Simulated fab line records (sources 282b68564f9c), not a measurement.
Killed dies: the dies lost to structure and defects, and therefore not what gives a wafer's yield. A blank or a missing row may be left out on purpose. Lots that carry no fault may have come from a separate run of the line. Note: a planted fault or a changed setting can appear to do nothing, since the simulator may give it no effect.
fab line records / flow rit-cmos
[record] lots = 14 wafers = 42 last-day = 7
route steps=202 shown PWELL@41 M1@202
lots with no fault: from the same line, run without faults
start-h: hours from the record's first day to the start of the lot's first wafer shown / wait-h: hours from the lot's prior step to this one / " identical to the entry in the row above / L1.1+2: a row that stands for several wafers / - value missing, or start not given / * or withheld: withheld / < > ~ a bound
route shown NAME@n: names a module that has steps shown in the file, with the first one's number in the route / usual: mean/standard deviation of fault-free wafers / same: alike in all rows / chamber/n: place in a boat / sites: each site's reading / _std_site: their standard deviation / _edge_site: mean of outer sites minus mean of inner sites / radius-mm: for every site, how far away it sits from the centre of the wafer / mask NAME#n: copy n / behind: the last tool/chamber to shape the wafer / hold: cause of the lot's hold/its duration in hours/its outcome / device: the n, p or np transistor that did not switch / end of line: tests of these same wafers at the route's end / for a step that has no rows: nothing shown but its recipe / killed: not the wafer's yield, but the dies lost to structure and defects at the first sort / map: the dies of a wafer, with x for killed, . for not killed, _ for no die there
set.NAME: the setting the step ran with; set.NAME@STEP: the setting that earlier step ran with / model.NAME: the simulator's own value behind a step, which no gauge read
steps of the route over a sample of lots; a table a step, a row a wafer
[[steps]]
[step RIT_PWELL_SOFTBAKE_02]
[recipe] resist = NOVOLAK temp-c = 90 time-s = 60
[usual] heater-power-total-W = 34.56/0.045 plate-temp-C = 90.02/0.11
lot.wafer=L977.1 tool=litho-track-04 chamber=0 start-h=21.72 wait-h=0.1 heater-power-total-W=34.60 plate-temp-C=90.13
lot.wafer=L977.3 tool=litho-track-04 chamber=0 start-h=21.72 wait-h=0.1 heater-power-total-W=34.59 plate-temp-C=89.78
lot.wafer=L977.5 tool=litho-track-04 chamber=0 start-h=21.72 wait-h=0.1 heater-power-total-W=34.55 plate-temp-C=90.05
lot.wafer=L978.1 tool=litho-track-04 chamber=0 start-h=28.38 wait-h=0.1 heater-power-total-W=34.66 plate-temp-C=90.11
lot.wafer=L978.2 tool=litho-track-04 chamber=0 start-h=28.38 wait-h=0.1 heater-power-total-W=34.51 plate-temp-C=89.93
lot.wafer=L978.4 tool=litho-track-04 chamber=0 start-h=28.38 wait-h=0.1 heater-power-total-W=34.61 plate-temp-C=89.93
lot.wafer=L980.1 tool=litho-track-03 chamber=0 start-h=38.82 wait-h=0.1 heater-power-total-W=34.61 plate-temp-C=89.97
lot.wafer=L980.4 tool=litho-track-03 chamber=0 start-h=38.82 wait-h=0.1 heater-power-total-W=34.50 plate-temp-C=90.08
lot.wafer=L980.6 tool=litho-track-03 chamber=0 start-h=38.82 wait-h=0.1 heater-power-total-W=34.62 plate-temp-C=89.98
lot.wafer=L981.1 tool=litho-track-03 chamber=0 start-h=41.46 wait-h=0.1 heater-power-total-W=34.54 plate-temp-C=90.05
lot.wafer=L981.3 tool=litho-track-03 chamber=0 start-h=41.46 wait-h=0.1 heater-power-total-W=34.58 plate-temp-C=89.91
lot.wafer=L981.4 tool=litho-track-03 chamber=0 start-h=41.46 wait-h=0.1 heater-power-total-W=34.50 plate-temp-C=90.06
lot.wafer=L982.2 tool=litho-track-03 chamber=0 start-h=47.30 wait-h=0.1 heater-power-total-W=33.77 plate-temp-C=88.49
lot.wafer=L982.3 tool=litho-track-03 chamber=0 start-h=47.30 wait-h=0.1 heater-power-total-W=33.71 plate-temp-C=88.45
lot.wafer=L982.5 tool=litho-track-03 chamber=0 start-h=47.30 wait-h=0.1 heater-power-total-W=33.73 plate-temp-C=88.57
lot.wafer=L983.2 tool=litho-track-01 chamber=0 start-h=52.57 wait-h=0.1 heater-power-total-W=34.54 plate-temp-C=89.89
lot.wafer=L983.3 tool=litho-track-01 chamber=0 start-h=52.57 wait-h=0.1 heater-power-total-W=34.59 plate-temp-C=89.89
lot.wafer=L983.4 tool=litho-track-01 chamber=0 start-h=52.57 wait-h=0.1 heater-power-total-W=34.62 plate-temp-C=89.93
lot.wafer=L986.1 tool=litho-track-03 chamber=0 start-h=67.07 wait-h=0.1 heater-power-total-W=33.71 plate-temp-C=88.58
lot.wafer=L986.2 tool=litho-track-03 chamber=0 start-h=67.07 wait-h=0.1 heater-power-total-W=33.68 plate-temp-C=88.46
lot.wafer=L986.4 tool=litho-track-03 chamber=0 start-h=67.07 wait-h=0.1 heater-power-total-W=33.76 plate-temp-C=88.53
lot.wafer=L987.2 tool=litho-track-04 chamber=0 start-h=71.35 wait-h=0.1 heater-power-total-W=34.53 plate-temp-C=89.98
lot.wafer=L987.3 tool=litho-track-04 chamber=0 start-h=71.35 wait-h=0.1 heater-power-total-W=34.58 plate-temp-C=89.96
lot.wafer=L987.4 tool=litho-track-04 chamber=0 start-h=71.35 wait-h=0.1 heater-power-total-W=34.60 plate-temp-C=89.92
lot.wafer=L992.1 tool=litho-track-04 chamber=0 start-h=96.27 wait-h=0.1 heater-power-total-W=34.59 plate-temp-C=90.03
lot.wafer=L992.2 tool=litho-track-04 chamber=0 start-h=96.27 wait-h=0.1 heater-power-total-W=34.57 plate-temp-C=89.99
lot.wafer=L992.4 tool=litho-track-04 chamber=0 start-h=96.27 wait-h=0.1 heater-power-total-W=34.62 plate-temp-C=90.12
lot.wafer=L995.1 tool=litho-track-04 chamber=0 start-h=111.56 wait-h=0.1 heater-power-total-W=34.56 plate-temp-C=90.25
lot.wafer=L995.4 tool=litho-track-04 chamber=0 start-h=111.56 wait-h=0.1 heater-power-total-W=34.65 plate-temp-C=89.91
lot.wafer=L995.5 tool=litho-track-04 chamber=0 start-h=111.56 wait-h=0.1 heater-power-total-W=34.51 plate-temp-C=90.05
lot.wafer=L996.1 tool=litho-track-01 chamber=0 start-h=117.32 wait-h=0.1 heater-power-total-W=34.53 plate-temp-C=89.99
lot.wafer=L996.5 tool=litho-track-01 chamber=0 start-h=117.32 wait-h=0.1 heater-power-total-W=34.63 plate-temp-C=90.01
lot.wafer=L996.6 tool=litho-track-01 chamber=0 start-h=117.32 wait-h=0.1 heater-power-total-W=34.53 plate-temp-C=90.20
lot.wafer=L997.2 tool=litho-track-04 chamber=0 start-h=122.31 wait-h=0.1 heater-power-total-W=34.57 plate-temp-C=90.05
lot.wafer=L997.3 tool=litho-track-04 chamber=0 start-h=122.31 wait-h=0.1 heater-power-total-W=34.48 plate-temp-C=90.00
lot.wafer=L997.6 tool=litho-track-04 chamber=0 start-h=122.31 wait-h=0.1 heater-power-total-W=34.54 plate-temp-C=90.04
lot.wafer=L998.1 tool=litho-track-01 chamber=0 start-h=126.95 wait-h=0.1 heater-power-total-W=34.50 plate-temp-C=90.24
lot.wafer=L998.2 tool=litho-track-01 chamber=0 start-h=126.95 wait-h=0.1 heater-power-total-W=34.58 plate-temp-C=90.02
lot.wafer=L998.5 tool=litho-track-01 chamber=0 start-h=126.95 wait-h=0.1 heater-power-total-W=34.47 plate-temp-C=90.04
lot.wafer=L100.2 tool=litho-track-03 chamber=0 start-h=137.82 wait-h=0.1 heater-power-total-W=34.55 plate-temp-C=90.14
lot.wafer=L100.4 tool=litho-track-03 chamber=0 start-h=137.82 wait-h=0.1 heater-power-total-W=34.57 plate-temp-C=90.14
lot.wafer=L100.5 tool=litho-track-03 chamber=0 start-h=137.82 wait-h=0.1 heater-power-total-W=34.51 plate-temp-C=90.08
[step RIT_M1_PROBE_99]
[usual] killed_at_M0_to_M3 = 0.0/0.083 killed-at-contacts = 0.1/0.32 killed-at-front-end = 7/3 killed-dies = 7/3 killed-open = 3.4/2.2 killed-short = 3.3/1.8
[same] gross-dies = 264 killed_at_M4_up = 0 killed-at-back-side = 0 killed-at-other = 0
lot.wafer=L986.1 tool=prober-02 chamber=- start-h=104.61 wait-h=0.1 killed_at_M0_to_M3=0 killed-at-contacts=0 killed-at-front-end=8 killed-dies=8 killed-open=0 killed-short=8
lot.wafer=L986.2 tool=prober-02 chamber=- start-h=104.66 wait-h=0.1 killed_at_M0_to_M3=0 killed-at-contacts=0 killed-at-front-end=5 killed-dies=5 killed-open=2 killed-short=3
lot.wafer=L986.4 tool=prober-02 chamber=- start-h=104.76 wait-h=0.2 killed_at_M0_to_M3=0 killed-at-contacts=0 killed-at-front-end=13 killed-dies=13 killed-open=10 killed-short=3
lot.wafer=L992.1 tool=prober-02 chamber=- start-h=131.73 wait-h=0.1 killed_at_M0_to_M3=0 killed-at-contacts=0 killed-at-front-end=6 killed-dies=6 killed-open=4 killed-short=2
lot.wafer=L992.2 tool=prober-02 chamber=- start-h=131.78 wait-h=0.1 killed_at_M0_to_M3=0 killed-at-contacts=1 killed-at-front-end=5 killed-dies=6 killed-open=2 killed-short=4
lot.wafer=L992.4 tool=prober-02 chamber=- start-h=131.88 wait-h=0.2 killed_at_M0_to_M3=0 killed-at-contacts=1 killed-at-front-end=3 killed-dies=4 killed-open=2 killed-short=2
// killed by level:class
L986.1 GATE:geometric-particle:short=6 REOX:geometric-particle:short=2
L986.2 GATE:geometric-particle:open=2 SPACER:geometric-particle:short=2 GATE:geometric-particle:short=1
L986.4 GATE:geometric-particle:open=3 REOX:geometric-particle:open=2 SPACER:geometric-particle:open=2 SPACER:geometric-particle:short=2 SILICIDE:geometric-particle:open=2 FOX1:geometric-particle:short=1 FOX1:geometric-particle:open=1
L992.1 GATE:geometric-particle:short=2 GATE:geometric-particle:open=2 FOX1:geometric-particle:open=1 REOX:geometric-particle:open=1
L992.2 GATE:geometric-particle:open=1 GATE:geometric-particle:short=1 REOX:geometric-particle:short=1 SPACER:geometric-particle:short=1 SILICIDE:geometric-particle:open=1 CONTACT:geometric-particle:short=1
L992.4 GATE:geometric-particle:short=1 REOX:geometric-particle:open=1 SPACER:geometric-particle:short=1 CONTACT:geometric-particle:open=1
[[key]]
[first-sign] step = RIT_PWELL_SOFTBAKE_02 reading = heater-power-total-W direction = down sigmas = 19 usual = 34.56 struck = 33.73
[effect] step = RIT_PWELL_SOFTBAKE_02 reading = plate-temp-C direction = down sigmas = 13 usual = * struck = *
met-at RIT_PWELL_SOFTBAKE_02
struck-lots L982,L986
tester-left-out L982,L986
onset-between 41.46 47.30
[fault] kind = process-parameter-drift tool = litho-track-03 chamber = - onset-h = 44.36 steps = RIT_PWELL_SOFTBAKE_02 channel = temp-c offset = * shape = step end-h = 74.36 acts-in = * stated = *
// tester-left-out: of these lots the tester's yield and bins aren't shown, on N5 and GAA mostly nor the transistor test; their killed dies are dies lost to structure and defects alone, not to doping, threshold or leakage, so they don't give the yield
